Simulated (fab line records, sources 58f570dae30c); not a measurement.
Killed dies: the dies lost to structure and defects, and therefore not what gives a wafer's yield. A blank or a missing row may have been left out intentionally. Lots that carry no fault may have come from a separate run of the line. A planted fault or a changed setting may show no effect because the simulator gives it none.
What tool caused it? + flow berkeley cmos170 + 14 lots, 42 wafers sampled, at 5 steps of a route of 331

## WHAT THE GAUGES SHOWED, per wafer
UCB170_START_THK_MEAS_03.
| lot  | measured    | on            | START_OXIDE_THK (nm) |
|------|-------------|---------------|----------------------|
| L861 | day 1 14:07 | film metro-04 | 20.0 20.4 20.0       |
| L862 | day 1 17:14 | film metro-04 | 20.5 20.4 20.2       |
| L863 | day 2 01:10 | film metro-02 | 20.3 20.5 20.4       |
| L864 | day 2 06:04 | film metro-03 | 19.8 19.8 19.8       |
| L865 | day 2 09:37 | film metro-04 | 20.2 20.6 20.5       |
| L866 | day 2 14:35 | film metro-04 | 19.6 19.1 19.4       |
| L867 | day 2 20:50 | film metro-02 | 20.4 20.5 20.1       |
| L868 | day 3 02:42 | film metro-02 | 20.5 20.3 20.3       |
| L869 | day 3 07:06 | film metro-04 | 20.3 20.5 20.5       |
| L870 | day 3 11:19 | film metro-03 | 20.8 20.7 20.8       |
| L874 | day 4 07:37 | film metro-04 | 19.9 20.0 20.1       |
| L879 | day 5 07:59 | film metro-03 | 20.1 20.1 20.2       |
| L880 | day 5 13:24 | film metro-03 | 19.6 19.8 20.3       |
| L881 | day 5 17:45 | film metro-02 | 20.2 20.7 20.4       |

UCB170_PFIELD_OVL_MEAS_06.
| lot  | measured    | on         | PFIELD_OVL (nm) |
|------|-------------|------------|-----------------|
| L861 | day 4 05:54 | overlay-02 | 6 -2 1          |
| L862 | day 4 12:13 | overlay-01 | 1 -4 8          |
| L863 | day 4 12:27 | overlay-02 | 1 8 -3          |
| L864 | day 5 01:47 | overlay-02 | -3 0 -2         |
| L865 | day 5 01:48 | overlay-01 | 0 -7 -3         |
| L866 | day 5 05:34 | overlay-02 | 12 14 5         |
| L867 | day 5 17:29 | overlay-02 | 0 4 8           |
| L868 | day 6 01:19 | overlay-02 | 2 -3 -5         |
| L869 | day 6 00:58 | overlay-02 | -2 2 5          |
| L870 | day 6 01:13 | overlay-02 | 8 5 9           |
| L874 | day 7 04:38 | overlay-02 | 7 1 8           |
| L879 | day 7 22:27 | overlay-01 | 1 7 0           |
| L880 | day 7 22:34 | overlay-02 | 0 1 0           |
| L881 | day 8 07:47 | overlay-01 | 9 7 8           |

UCB170_GATE_THK_MEAS_05.
| lot  | measured     | on            | GATE_POLY_THK (nm)                  |
|------|--------------|---------------|-------------------------------------|
| L861 | day 6 03:35  | film metro-01 | 211.6 211.4 213.1                   |
| L862 | day 6 03:31  | film metro-01 | 214.6 212.8 211.2                   |
| L863 | day 6 03:39  | film metro-01 | 214.9 214.2 214.5                   |
| L864 | day 6 18:31  | film metro-03 | 212.2 212.8 213.6                   |
| L865 | day 6 18:32  | film metro-04 | 211.4 212.2 210.9                   |
| L866 | day 7 01:04  | film metro-01 | 214.7 215.3 213.8                   |
| L867 | day 7 09:03  | film metro-03 | 212.4 213.9 213.9                   |
| L868 | day 7 21:07  | film metro-01 | 216.0 215.2 214.5                   |
| L869 | day 7 21:12  | film metro-01 | 211.2 211.5 211.2                   |
| L870 | day 7 21:08  | film metro-03 | 213.7 213.4 216.1                   |
| L874 | day 8 21:25  | film metro-01 | 215.6 214.0 213.7                   |
| L879 | day 9 13:55  | film metro-04 | 237.1 236.0 237.8 237.0 235.8 238.0 |
| L880 | day 9 13:55  | film metro-01 | 238.6 239.1 238.6 238.6 239.3 238.5 |
| L881 | day 10 00:43 | film metro-01 | 213.8 214.3 215.1                   |

## EACH LOT AND THE TOOL THAT RAN IT (in order: tool; ch and the chambers of the sampled wafers; start)
| lot  | UCB170_NVT_STRIP_08                 | UCB170_GATE_CVD_04         |
|------|-------------------------------------|----------------------------|
| L861 | plasma asher-01 ch 1, day 5 13:19   | lpcvd-02 ch 1, day 6 02:07 |
| L862 | plasma asher-01 ch 0, day 5 12:57   | lpcvd-02 ch 0, day 6 02:07 |
| L863 | plasma asher-01 ch 0,1, day 5 13:54 | lpcvd-02 ch 1, day 6 02:07 |
| L864 | plasma asher-04 ch 0,1, day 6 04:24 | lpcvd-02 ch 1, day 6 17:07 |
| L865 | plasma asher-03 ch 0,1, day 6 04:41 | lpcvd-02 ch 1, day 6 17:07 |
| L866 | plasma asher-03 ch 0,1, day 6 10:48 | lpcvd-01 ch 1, day 6 23:39 |
| L867 | plasma asher-01 ch 0, day 6 20:39   | lpcvd-02 ch 1, day 7 07:38 |
| L868 | plasma asher-01 ch 0,1, day 7 08:35 | lpcvd-02 ch 0, day 7 19:43 |
| L869 | plasma asher-04 ch 0,1, day 7 08:06 | lpcvd-02 ch 1, day 7 19:43 |
| L870 | plasma asher-03 ch 0,1, day 7 08:11 | lpcvd-02 ch 0, day 7 19:43 |
| L874 | plasma asher-01 ch 0,1, day 8 07:28 | lpcvd-01 ch 1, day 8 19:55 |
| L879 | plasma asher-04 ch 1, day 9 00:30   | lpcvd-01 ch 0, day 9 12:31 |
| L880 | plasma asher-01 ch 0,1, day 9 00:44 | lpcvd-01 ch 0, day 9 12:31 |
| L881 | plasma asher-04 ch 0,1, day 9 12:20 | lpcvd-01 ch 1, day 9 23:19 |
- UCB170_NVT_STRIP_08: strips in O2.
- UCB170_GATE_CVD_04: deposits poly-Si from SiH4, time 1440 s, target thk 214 nm.

## AS READ BY THE TOOLS THEMSELVES (means over the sampled wafers that have a number; for cases with no such wafer, the mark the record gives instead)
UCB170_NVT_STRIP_08.
| lot  | tool            | drypump motor current A (A) | oes product au (a.u.) | strip time to endpoint s (s) |
|------|-----------------|-----------------------------|-----------------------|------------------------------|
| L861 | plasma asher-01 | 5.97                        | 0.735                 | 21.63                        |
| L862 | plasma asher-01 | 5.57                        | 0.733                 | 21.67                        |
| L863 | plasma asher-01 | 5.68                        | 0.738                 | 21.68                        |
| L864 | plasma asher-04 | 5.67                        | 0.734                 | 21.64                        |
| L865 | plasma asher-03 | 5.44                        | 0.733                 | 21.74                        |
| L866 | plasma asher-03 | 5.61                        | 0.735                 | 21.56                        |
| L867 | plasma asher-01 | 5.52                        | 0.737                 | 21.69                        |
| L868 | plasma asher-01 | 5.69                        | 0.736                 | 21.65                        |
| L869 | plasma asher-04 | 5.64                        | 0.734                 | 21.56                        |
| L870 | plasma asher-03 | 5.64                        | 0.740                 | 21.56                        |
| L874 | plasma asher-01 | 5.83                        | 0.734                 | 21.59                        |
| L879 | plasma asher-04 | 6.08                        | 0.734                 | 21.60                        |
| L880 | plasma asher-01 | 5.68                        | 0.736                 | 21.59                        |
| L881 | plasma asher-04 | 5.65                        | 0.732                 | 21.53                        |

UCB170_GATE_CVD_04.
| lot  | tool     | pressure mtorr (mTorr) | zone power load pct (%) |
|------|----------|------------------------|-------------------------|
| L861 | lpcvd-02 | 375.8                  | 14.0                    |
| L862 | lpcvd-02 | 375.1                  | 11.4                    |
| L863 | lpcvd-02 | 374.8                  | 14.0                    |
| L864 | lpcvd-02 | 376.0                  | 14.1                    |
| L865 | lpcvd-02 | 375.1                  | 13.8                    |
| L866 | lpcvd-01 | 375.5                  | 10.9                    |
| L867 | lpcvd-02 | 376.1                  | 13.9                    |
| L868 | lpcvd-02 | 375.3                  | 11.4                    |
| L869 | lpcvd-02 | 374.7                  | 14.0                    |
| L870 | lpcvd-02 | 374.4                  | 11.5                    |
| L874 | lpcvd-01 | 374.6                  | 11.1                    |
| L879 | lpcvd-01 | 375.3                  | 11.5                    |
| L880 | lpcvd-01 | 375.8                  | 11.4                    |
| L881 | lpcvd-01 | 374.4                  | 11.0                    |

## THE ANSWER, worked out from the rows above alone
Rule: what is usual is taken from the lots themselves. Put in order of their means at a reading, lots are off if they are a third of the lots or fewer, leave a main group of 4 or more, and stand apart from it by a gap of 3 or more times the standard deviation of the main group's means; of several such gaps the widest counts. Not used: any main group whose means are identical at the precision the tables above print for the reading. A lot without any number at a reading at which 4 lots or more have one is off too. All remaining lots with rows at the step are treated as sound. First the gauges in route order, then the tools' own readings, where a lot's mean is used as printed above. The first step at which some lot is off is used, and at that step the reading that is off furthest; a lot without a number counts as furthest.
Off: L879, L880, at UCB170_GATE_THK_MEAS_05 (GATE_POLY_THK). The main group: mean 213.5 nm, standard deviation 1.3.
A tool fits if, at a process step before that reading, it ran every lot that is off, and no sound lot after the first of them. Those tools and the gauges at UCB170_GATE_THK_MEAS_05 are tried in the same way. No candidate that was tried fits.

## WHAT HAD BEEN PUT IN BY THE SIMULATOR
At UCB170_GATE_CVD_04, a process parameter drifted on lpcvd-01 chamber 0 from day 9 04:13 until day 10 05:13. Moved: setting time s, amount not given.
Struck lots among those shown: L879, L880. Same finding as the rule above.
